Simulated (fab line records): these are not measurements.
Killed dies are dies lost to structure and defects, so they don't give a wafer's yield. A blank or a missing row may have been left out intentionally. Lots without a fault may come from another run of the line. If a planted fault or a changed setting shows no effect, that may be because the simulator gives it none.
Which tool was responsible? ; flow berkeley-cmos170 ; 7 lots, 21 wafers sampled, at 2 steps of a route of 331

== WHAT EACH GAUGE READ, for each wafer ==
UCB170_PFIELD_OVL_MEAS_06.
lot;measured;on;PFIELD_OVL (nm)
L963;day 4 21:37;overlay-01;-2 -6 -9
L964;day 5 12:38;overlay-01;-10 -1 2
L966;day 6 03:16;overlay-02;11 6 2
L967;day 6 03:33;overlay-02;1 2 -3
L975;day 8 01:12;overlay-01;9 11 15
L980;day 9 04:08;overlay-02;2 4 10
L982;day 9 19:23;overlay-02;-1 8 3

== WHICH TOOL RAN EACH LOT (tool, then ch and the chambers of the sampled wafers, then the start) ==
lot;UCB170_NWELL_WET_ETCH_19
L963;wet-bench-01 ch 2, day 3 00:54
L964;wet-bench-03 ch 0, day 3 11:34
L966;wet-bench-02 ch 0, day 3 21:53
L967;wet-bench-01 ch 2, day 4 06:02
L975;wet-bench-02 ch 1, day 5 21:22
L980;wet-bench-01 ch 0, day 6 17:29
L982;wet-bench-01 ch 3, day 7 09:07
- UCB170_NWELL_WET_ETCH_19: etches SiO2 in BOE, time 22 s.

== THE ANSWER, worked out from the rows above alone ==
Rule: the usual values come from the lots themselves. Put in order of their means at a reading, lots are off if they are a third of the lots or fewer, leave a main group of 4 or more, and stand apart from it by a gap of 3 or more times the standard deviation of the main group's means; of several such gaps the widest counts. Not used: any main group whose means are identical at the precision the tables above print for the reading. A lot without any number at a reading at which 4 lots or more have one is off too. Where the step has rows for the other lots, those lots are counted as sound.
None of the lots is off at any reading shown; this tells nothing.

== WHAT THE SIMULATOR PUT IN ==
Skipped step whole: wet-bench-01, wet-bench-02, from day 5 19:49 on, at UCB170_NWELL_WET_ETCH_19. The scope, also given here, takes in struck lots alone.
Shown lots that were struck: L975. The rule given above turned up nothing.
